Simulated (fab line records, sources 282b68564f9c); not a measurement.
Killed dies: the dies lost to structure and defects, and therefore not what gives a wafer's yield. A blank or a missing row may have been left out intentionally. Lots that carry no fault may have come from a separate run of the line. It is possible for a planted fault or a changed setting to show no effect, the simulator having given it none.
Which tool was responsible? | flow rit_cmos | 45 wafers from 15 lots sampled at 4 of the route's 202 steps

## WHAT THE GAUGES READ, wafer by wafer
RIT_ACTIVE_THK_MEAS_04.
lot  | measured    | on            | ACTIVE_NITRIDE_THK (nm)
L298 | day 1 23:43 | film_metro-04 | 148.0 147.5 148.8
L299 | day 2 05:34 | film_metro-02 | 151.2 151.3 153.0
L300 | day 2 12:49 | film_metro-04 | 152.3 152.4 151.3
L301 | day 2 14:52 | film_metro-02 | 149.2 149.5 148.2
L302 | day 2 20:20 | film_metro-01 | 148.2 147.9 149.5
L303 | day 3 01:58 | film_metro-04 | 151.2 151.0 150.9
L305 | day 3 11:31 | film_metro-04 | 149.3 150.6 150.0
L306 | day 3 15:32 | film_metro-01 | 151.6 152.4 152.5
L307 | day 3 21:35 | film_metro-02 | 150.8 148.9 149.9
L308 | day 4 02:26 | film_metro-02 | 150.9 151.0 149.5
L309 | day 4 06:32 | film_metro-01 | 152.7 151.9 151.0
L310 | day 4 12:34 | film_metro-01 | 152.8 151.1 153.7
L313 | day 5 04:18 | film_metro-04 | 149.3 148.4 149.1
L315 | day 5 12:32 | film_metro-04 | 149.4 150.0 149.6
L319 | day 6 09:24 | film_metro-02 | 151.5 149.5 151.1

RIT_FOX1_THK_MEAS_01.
lot  | measured    | on            | FOX1_OXIDE_THK (nm)
L298 | day 2 05:24 | film_metro-01 | 349 351 341
L299 | day 2 09:55 | film_metro-04 | 344 352 353
L300 | day 2 16:42 | film_metro-01 | 344 351 345
L301 | day 2 20:33 | film_metro-03 | 352 353 353
L302 | day 3 00:20 | film_metro-03 | 351 350 350
L303 | day 3 06:37 | film_metro-01 | 351 358 356
L305 | day 3 14:56 | film_metro-03 | 346 345 345
L306 | day 3 21:25 | film_metro-01 | 343 344 346
L307 | day 4 00:58 | film_metro-04 | 344 346 341
L308 | day 4 06:10 | film_metro-04 | 345 351 343
L309 | day 4 12:24 | film_metro-03 | 357 358 356
L310 | day 4 17:08 | film_metro-03 | 346 344 342
L313 | day 5 08:04 | film_metro-01 | 350 353 348
L315 | day 5 17:43 | film_metro-03 | 350 352 351
L319 | day 6 15:22 | film_metro-03 | 352 353 353

RIT_PWELL_TW_MEAS_10.
lot  | measured    | on            | PWELL_TW
L298 | day 2 11:44 | film_metro-02 | 959 957 959
L299 | day 2 15:55 | film_metro-02 | 958 964 961
L300 | day 3 00:10 | film_metro-02 | 956 964 962
L301 | day 3 02:22 | film_metro-02 | 958 960 958
L302 | day 3 05:56 | film_metro-02 | 968 964 964
L303 | day 3 12:09 | film_metro-03 | 951 954 955
L305 | day 3 20:32 | film_metro-04 | 947 942 939
L306 | day 4 04:01 | film_metro-03 | 960 956 960
L307 | day 4 06:52 | film_metro-03 | 962 959 963
L308 | day 4 13:03 | film_metro-04 | 942 944 950
L309 | day 4 19:02 | film_metro-03 | 955 954 956
L310 | day 4 22:53 | film_metro-04 | 942 949 948
L313 | day 5 13:47 | film_metro-04 | 952 945 944
L315 | day 5 23:19 | film_metro-02 | 963 967 961
L319 | day 6 23:34 | film_metro-03 | 950 956 949

## TOOL THAT RAN EACH LOT (tool first, then ch and the chambers of the sampled wafers, then the start)
lot  | RIT_NWELL_HARDBAKE_07
L298 | litho_track-03 ch 0, day 2 09:29
L299 | litho_track-03 ch 0, day 2 13:49
L300 | litho_track-03 ch 0, day 2 22:04
L301 | litho_track-01 ch 0, day 3 00:11
L302 | litho_track-03 ch 0, day 3 03:41
L303 | litho_track-01 ch 0, day 3 10:01
L305 | litho_track-04 ch 0, day 3 18:19
L306 | litho_track-01 ch 0, day 4 01:48
L307 | litho_track-01 ch 0, day 4 04:44
L308 | litho_track-03 ch 0, day 4 10:55
L309 | litho_track-01 ch 0, day 4 16:47
L310 | litho_track-01 ch 0, day 4 20:46
L313 | litho_track-01 ch 0, day 5 11:32
L315 | litho_track-03 ch 0, day 5 21:04
L319 | litho_track-04 ch 0, day 6 21:19
- RIT_NWELL_HARDBAKE_07: time 120 s.

## WHAT THE TOOLS THEMSELVES READ (means of the sampled wafers that have a number; where no wafer has one, the mark that the record gives instead)
RIT_NWELL_HARDBAKE_07.
lot  | tool           | chill_plate_temp_C (C) | heater_power_total_W (W) | plate_temp_C (C)
L298 | litho_track-03 | 22.96                  | 52.06                    | 139.88
L299 | litho_track-03 | 23.05                  | 51.99                    | 139.86
L300 | litho_track-03 | 22.95                  | 52.04                    | 140.06
L301 | litho_track-01 | 23.12                  | 52.06                    | 139.89
L302 | litho_track-03 | 22.81                  | 52.09                    | 140.00
L303 | litho_track-01 | 22.97                  | 51.99                    | 140.03
L305 | litho_track-04 | 22.97                  | 52.00                    | 140.21
L306 | litho_track-01 | 22.93                  | 51.99                    | 139.87
L307 | litho_track-01 | 22.98                  | 52.03                    | 139.95
L308 | litho_track-03 | 22.98                  | 52.01                    | 139.83
L309 | litho_track-01 | 23.19                  | 53.27                    | 142.68
L310 | litho_track-01 | 23.10                  | 53.30                    | 142.55
L313 | litho_track-01 | 22.89                  | 53.29                    | 142.77
L315 | litho_track-03 | 23.04                  | 52.07                    | 140.09
L319 | litho_track-04 | 23.03                  | 51.98                    | 140.20

## THE ANSWER, worked out from the rows above alone
Rule: the lots themselves supply what counts as usual. The widest of any qualifying gaps counts: lots, ordered by their means at a reading, are off when they make up no more than a third of the lots, leave a main group of 4 or more, and stand apart from it by 3 or more times the standard deviation of that group's means. The tables above print the reading to a certain number of digits; a main group whose means all agree to those digits is not used. Also off: a lot with no number at a reading for which 4 or more lots have one. Where the step has rows for the other lots, those lots are counted as sound. First the gauges in route order, then the tools' own readings, where a lot's mean is used as printed above. The first step at which some lot is off is used, and at that step the reading that is off furthest; a lot without a number counts as furthest.
Off at RIT_NWELL_HARDBAKE_07 (heater_power_total_W): L309, L310, L313. Main group: mean 52.03 W, sd 0.036.
A tool fits if, at that step or a process step before it, it ran every lot that is off, and no sound lot after the first of them. One fits: litho_track-01 at RIT_NWELL_HARDBAKE_07. A fault onset in the window from L307 (day 4 04:44, its last sound lot) to L309 (day 4 16:47, its first lot off) fits.
The tool's own readings at RIT_NWELL_HARDBAKE_07 bear it out: on the lots that are off they differ by more than 5 times the standard deviation of the sound lots' means. heater_power_total_W reads 53.29 W there against 52.03 W on the sound lots; plate_temp_C reads 142.67 C there against 139.99 C on the sound lots.

## WHAT HAD BEEN PUT IN BY THE SIMULATOR
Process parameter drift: litho_track-01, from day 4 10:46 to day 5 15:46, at RIT_NWELL_HARDBAKE_07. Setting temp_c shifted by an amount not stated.
Struck lots among those shown: L309, L310, L313. The same result came from the rule above.
